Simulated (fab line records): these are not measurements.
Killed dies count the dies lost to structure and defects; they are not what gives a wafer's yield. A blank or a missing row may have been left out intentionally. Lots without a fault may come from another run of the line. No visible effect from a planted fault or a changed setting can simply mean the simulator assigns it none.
The tool behind it: which one? | flow berkeley-cmos170 | 14 lots, 42 wafers sampled, at 3 steps of a route of 331

== WHAT EACH GAUGE READ, for each wafer ==
UCB170_M3_OVL_MEAS_16.
lot  | measured     | on         | M3_OVL (nm)
L339 | day 8 03:41  | overlay-02 | -6 -1 -8
L341 | day 9 00:47  | overlay-01 | 7 -2 9
L346 | day 9 19:36  | overlay-02 | - - -
L345 | day 9 21:12  | overlay-01 | - - -
L351 | day 10 07:14 | overlay-01 | -1 8 2
L350 | day 10 08:12 | overlay-01 | 4 6 4
L352 | day 10 17:29 | overlay-01 | 1 0 6
L354 | day 10 19:52 | overlay-01 | 1 2 0
L353 | day 10 19:59 | overlay-01 | 9 -2 8
L355 | day 11 07:34 | overlay-01 | 10 3 7
L358 | day 11 21:25 | overlay-02 | 2 9 6
L359 | day 12 03:49 | overlay-01 | 18 7 12
L361 | day 12 22:10 | overlay-02 | -1 5 -3
L360 | day 12 23:07 | overlay-01 | -9 5 -4

== EACH LOT AND THE TOOL THAT RAN IT (in order: tool; ch and the chambers of the sampled wafers; start) ==
lot  | UCB170_M3_STRIP_07                   | UCB170_M3_DEVELOP_14
L339 | plasma-asher-04 ch 0,1, day 8 01:51  | litho-track-02 ch 0, day 8 03:00
L341 | plasma-asher-04 ch 0,1, day 8 23:14  | litho-track-03 ch 0, day 9 00:00
L346 | plasma-asher-02 ch 1, day 9 18:07    | litho-track-03, day 9 19:00
L345 | plasma-asher-04 ch 0, day 9 19:12    | litho-track-02, day 9 20:00
L351 | plasma-asher-02 ch 0,1, day 10 05:29 | litho-track-03 ch 0, day 10 06:00
L350 | plasma-asher-03 ch 0,1, day 10 06:14 | litho-track-01 ch 0, day 10 07:00
L352 | plasma-asher-04 ch 0,1, day 10 15:38 | litho-track-01 ch 0, day 10 17:00
L354 | plasma-asher-04 ch 0,1, day 10 18:13 | litho-track-03 ch 0, day 10 19:00
L353 | plasma-asher-03 ch 0,1, day 10 18:17 | litho-track-02 ch 0, day 10 19:00
L355 | plasma-asher-03 ch 0,1, day 11 05:37 | litho-track-01 ch 0, day 11 07:00
L358 | plasma-asher-03 ch 0,1, day 11 19:40 | litho-track-02 ch 0, day 11 21:00
L359 | plasma-asher-04 ch 0,1, day 12 01:20 | litho-track-03 ch 0, day 12 03:00
L361 | plasma-asher-03 ch 0,1, day 12 19:41 | litho-track-01 ch 0, day 12 21:00
L360 | plasma-asher-02 ch 0,1, day 12 21:06 | litho-track-02 ch 0, day 12 22:00
- UCB170_M3_STRIP_07: strips in O2.
- UCB170_M3_DEVELOP_14: develop time 45 s.

== AS READ BY THE TOOLS THEMSELVES (means over the sampled wafers that have a number; for cases with no such wafer, the mark the record gives instead) ==
UCB170_M3_STRIP_07.
lot  | tool            | drypump-motor-current-A (A) | oes-product-au (a.u.) | strip-time-to-endpoint-s (s)
L339 | plasma-asher-04 | 6.25                        | 0.734                 | 21.96
L341 | plasma-asher-04 | 6.23                        | 0.731                 | 21.89
L346 | plasma-asher-02 | 5.90                        | 0.735                 | 21.97
L345 | plasma-asher-04 | 5.84                        | 0.731                 | 22.00
L351 | plasma-asher-02 | 5.67                        | 0.730                 | 22.10
L350 | plasma-asher-03 | 5.87                        | 0.737                 | 21.97
L352 | plasma-asher-04 | 6.04                        | 0.739                 | 22.02
L354 | plasma-asher-04 | 6.26                        | 0.741                 | 22.02
L353 | plasma-asher-03 | 5.84                        | 0.733                 | 22.03
L355 | plasma-asher-03 | 5.86                        | 0.731                 | 21.94
L358 | plasma-asher-03 | 5.82                        | 0.739                 | 22.04
L359 | plasma-asher-04 | 6.05                        | 0.737                 | 21.96
L361 | plasma-asher-03 | 5.86                        | 0.734                 | 22.05
L360 | plasma-asher-02 | 5.68                        | 0.737                 | 21.94

UCB170_M3_DEVELOP_14.
lot  | tool           | chill-plate-temp-C (C) | resist-line-temp-C (C)
L339 | litho-track-02 | 22.98                  | 23.14
L341 | litho-track-03 | 23.05                  | 23.02
L346 | litho-track-03 | -                      | -
L345 | litho-track-02 | -                      | -
L351 | litho-track-03 | 23.00                  | 23.03
L350 | litho-track-01 | 23.12                  | 22.89
L352 | litho-track-01 | 23.01                  | 23.01
L354 | litho-track-03 | 23.07                  | 22.95
L353 | litho-track-02 | 23.10                  | 22.99
L355 | litho-track-01 | 23.01                  | 22.98
L358 | litho-track-02 | 22.95                  | 23.07
L359 | litho-track-03 | 23.00                  | 23.07
L361 | litho-track-01 | 23.05                  | 23.04
L360 | litho-track-02 | 23.05                  | 22.96

== THE ANSWER, worked out from the rows above alone ==
Rule: what is usual is taken from the lots themselves. The widest of any qualifying gaps counts: lots, ordered by their means at a reading, are off when they make up no more than a third of the lots, leave a main group of 4 or more, and stand apart from it by 3 or more times the standard deviation of that group's means. A main group is skipped when, at the precision printed for the reading in the tables above, its means are all equal. Also off: a lot with no number at a reading for which 4 or more lots have one. All remaining lots with rows at the step are treated as sound. The gauges are gone through in route order, then the tools' own readings, and for those a lot's mean is taken as printed above. The first step at which some lot is off is used, and at that step the reading that is off furthest; a lot without a number counts as furthest.
Off: L346, L345, seen at UCB170_M3_OVL_MEAS_16 (M3_OVL). Without a number there: L346, L345. For the main group the mean is 3 nm and the standard deviation 4.3.
A tool fits if, at a process step before that reading, it ran every lot that is off, and no sound lot after the first of them. Not tried: the gauges at UCB170_M3_OVL_MEAS_16; whatever is off there is also off at UCB170_M3_DEVELOP_14, on other tools, and gauge error can't account for it. No candidate that was tried fits.

== WHAT THE SIMULATOR HAD PUT IN ==
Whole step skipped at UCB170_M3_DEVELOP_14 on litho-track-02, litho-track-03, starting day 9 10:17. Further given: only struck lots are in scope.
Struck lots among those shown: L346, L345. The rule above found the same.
